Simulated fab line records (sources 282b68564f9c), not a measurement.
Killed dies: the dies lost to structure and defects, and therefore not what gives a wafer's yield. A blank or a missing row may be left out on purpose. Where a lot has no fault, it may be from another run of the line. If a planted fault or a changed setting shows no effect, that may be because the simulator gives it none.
Which tool did it? | flow rit-cmos | Sampling: 14 lots, 42 wafers, 2 of 202 route steps

== WHAT THE GAUGES SHOWED, per wafer ==
No reading from a measuring or inspecting step in the record can be judged against a usual standard deviation.

== WHAT TOOL EACH LOT RAN ON (gives the tool, then ch and the chambers of the sampled wafers, and finally the start) ==
lot  | RIT_CONTACT_CVD_00             | RIT_M1_PROBE_99
L364 | pecvd-02 ch 0,2, day 3 04:40   | -
L367 | pecvd-02 ch 1,2, day 3 22:05   | -
L370 | pecvd-02 ch 1,2, day 4 10:16   | -
L371 | pecvd-03 ch 0,2, day 4 14:58   | -
L372 | pecvd-01 ch 0,2, day 4 23:58   | -
L374 | pecvd-03 ch 0,1,2, day 5 07:56 | -
L376 | pecvd-02 ch 0,1, day 5 21:05   | -
L377 | pecvd-03 ch 1,2, day 5 21:28   | -
L378 | pecvd-01 ch 1,2, day 6 01:02   | -
L379 | pecvd-02 ch 0,2, day 6 09:16   | prober-02, day 6 15:51
L382 | pecvd-02 ch 0,2, day 7 00:13   | prober-01, day 7 06:41
L383 | pecvd-03 ch 0,2, day 7 04:09   | -
L384 | pecvd-01 ch 0,1,2, day 7 11:17 | -
L387 | pecvd-01 ch 1, day 8 02:53     | -
- RIT_CONTACT_CVD_00: deposits SiO2 from TEOS, target thk 400 nm, time 61 s.
- RIT_M1_PROBE_99

== WHAT THE TOOLS THEMSELVES READ (means of the sampled wafers that have a number; where no wafer has one, the mark that the record gives instead) ==
RIT_CONTACT_CVD_00.
lot  | tool     | heater-power-w (W) | susceptor-temp-C (C)
L364 | pecvd-02 | 315                | 390.18
L367 | pecvd-02 | 394                | 389.73
L370 | pecvd-02 | 342                | 389.80
L371 | pecvd-03 | 310                | 390.09
L372 | pecvd-01 | 356                | 389.84
L374 | pecvd-03 | 328                | 390.16
L376 | pecvd-02 | 263                | 390.10
L377 | pecvd-03 | 357                | 389.75
L378 | pecvd-01 | 322                | 390.22
L379 | pecvd-02 | 381                | 389.91
L382 | pecvd-02 | 316                | 390.16
L383 | pecvd-03 | 366                | 390.00
L384 | pecvd-01 | 287                | 389.86
L387 | pecvd-01 | 265                | 390.01

RIT_M1_PROBE_99.
lot  | tool      | killed-at-contacts | killed-at-front-end | killed-dies | killed-on-rim | killed-open | killed-short
L379 | prober-02 | 10.0               | 6.3                 | 16.3        | 4.0           | 3.3         | 3.0
L382 | prober-01 | 21.3               | 5.3                 | 26.7        | 7.3           | 3.7         | 1.7

== THE ANSWER, worked out from the rows above alone ==
Rule: the lots themselves supply what counts as usual. The widest of any qualifying gaps counts: lots, ordered by their means at a reading, are off when they make up no more than a third of the lots, leave a main group of 4 or more, and stand apart from it by 3 or more times the standard deviation of that group's means. Not used: any main group whose means are identical at the precision the tables above print for the reading. A lot without any number at a reading at which 4 lots or more have one is off too. Any other lot the step has rows for is counted as sound. After the gauges, taken in route order, come the tools' own readings; for these a lot's mean is taken, as printed above. The first step at which some lot is off is used, and at that step the reading that is off furthest; a lot without a number counts as furthest.
None of the lots is off at any reading shown; this tells nothing.

== WHAT THE SIMULATOR PUT IN ==
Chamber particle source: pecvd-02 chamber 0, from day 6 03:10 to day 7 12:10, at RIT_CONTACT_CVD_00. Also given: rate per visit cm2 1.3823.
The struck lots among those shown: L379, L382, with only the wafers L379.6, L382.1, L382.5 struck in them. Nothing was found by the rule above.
